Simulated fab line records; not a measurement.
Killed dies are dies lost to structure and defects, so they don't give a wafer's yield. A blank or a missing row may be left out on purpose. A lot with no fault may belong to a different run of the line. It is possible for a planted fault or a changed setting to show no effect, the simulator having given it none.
Comparing a struck lot with a sound one + flow ritCmos + 16 steps out of a route of 202
Sound: the wafers L894.3, L894.4, L894.5. Wafers struck: L904.1, L904.2, L904.6. The cause is given at the end.
Order at every step that has rows: each side's tool, ch and its chambers, its first start. Under that, the readings that differ: sound wafers + struck wafers + difference of the means + sigmas: that difference in standard deviations of wafers without a fault.
alike: readings whose means differ by less than 2 such deviations, and words and numbers that are the same on both sides. not compared: withheld readings, readings that some wafer has no value for, bounds like >300 that may hide the same value, and numbers for which the record gives no deviation and whose values overlap.
The two part at a step that has a row with sigmas, a row that says differs or no value, or rows on one side only. Non-overlapping numbers with no deviation appear without sigmas and do not part them. A reading missing from all wafers of one side parts the sides only when that side holds two or more wafers.

first, 4 steps without rows for these wafers: RIT_PLDD_SOFTBAKE_02 (time 60 s); RIT_PLDD_EXPOSE_03 (exposes mask M8, target cd 40900 nm); RIT_PLDD_PEB_04; RIT_PLDD_DEVELOP_05 (develop time 50 s).
RIT_PLDD_OVL_MEAS_06:
  sound on overlay-01 at day 3 05:25; struck on overlay-02 at day 5 08:44
  alike: PLDD_OVL
then, 2 steps without rows for these wafers: RIT_PLDD_HARDBAKE_07 (time 60 s); RIT_PLDD_IMPLANT_08.
RIT_PLDD_STRIP_09: strips in O2, time 180 s.
  sound on plasmaAsher-02 ch 0,1, day 3 05:48; struck on plasmaAsher-02 ch 0,1, day 5 09:05
  alike: drypumpMotorCurrentA, rfReflPowerW
  not compared: rfHoursCounterH
RIT_PLDD_TW_MEAS_10:
  sound on filmMetro-03 at day 3 05:56; struck on filmMetro-01 at day 5 09:16
  alike: PLDD_TW
then, 3 steps without rows for these wafers: RIT_SPACER_CLEAN_00 (cleans in SC1, time 600 s); RIT_SPACER_CLEAN_01 (cleans in dHF, time 30 s); RIT_SPACER_CLEAN_02 (cleans in SC2, time 600 s).
RIT_SPACER_CVD_03: deposits Si3N4 from SiH2Cl2/NH3, target thk 250 nm, time 3300 s.
  sound on lpcvd-02 ch 0, day 3 06:23; struck on lpcvd-02 ch 1, day 5 09:44
| reading          | sound             | struck            | difference | sigmas |
|------------------|-------------------|-------------------|------------|--------|
| spikeTcLoadC (C) | 834.2 834.0 835.9 | 828.1 830.9 830.3 | -4.9       | -3     |
  alike: susceptorTempC
RIT_SPACER_THK_MEAS_04:
  sound on filmMetro-03 at day 3 09:16; struck on filmMetro-04 at day 5 12:37
| reading                 | sound             | struck            | difference | sigmas |
|-------------------------|-------------------|-------------------|------------|--------|
| SPACER_NITRIDE_THK (nm) | 251.3 251.5 252.7 | 244.8 242.9 242.1 | -8.6       | -4     |
RIT_SPACER_ETCHBACK_05: etches Si3N4 in SF6/CHF3, stops on SiO2, target depth 250 nm, time 240 s.
  sound on rieDiel-04 ch 0,2,3, day 3 09:19; struck on rieDiel-04 ch 1,2, day 5 12:40
  alike: drypumpMotorCurrentA, oesProductAu, throttleValvePct
  not compared: rfHoursCounterH
next, for these wafers, 1 step has no rows: RIT_M1_PROBE_99.

WHERE THEY PART
Last at RIT_SPACER_THK_MEAS_04 as far as this record goes, first at RIT_SPACER_CVD_03. Later steps at which nothing parts them and some readings are alike: RIT_SPACER_ETCHBACK_05.

WHY: what had been put in by the simulator
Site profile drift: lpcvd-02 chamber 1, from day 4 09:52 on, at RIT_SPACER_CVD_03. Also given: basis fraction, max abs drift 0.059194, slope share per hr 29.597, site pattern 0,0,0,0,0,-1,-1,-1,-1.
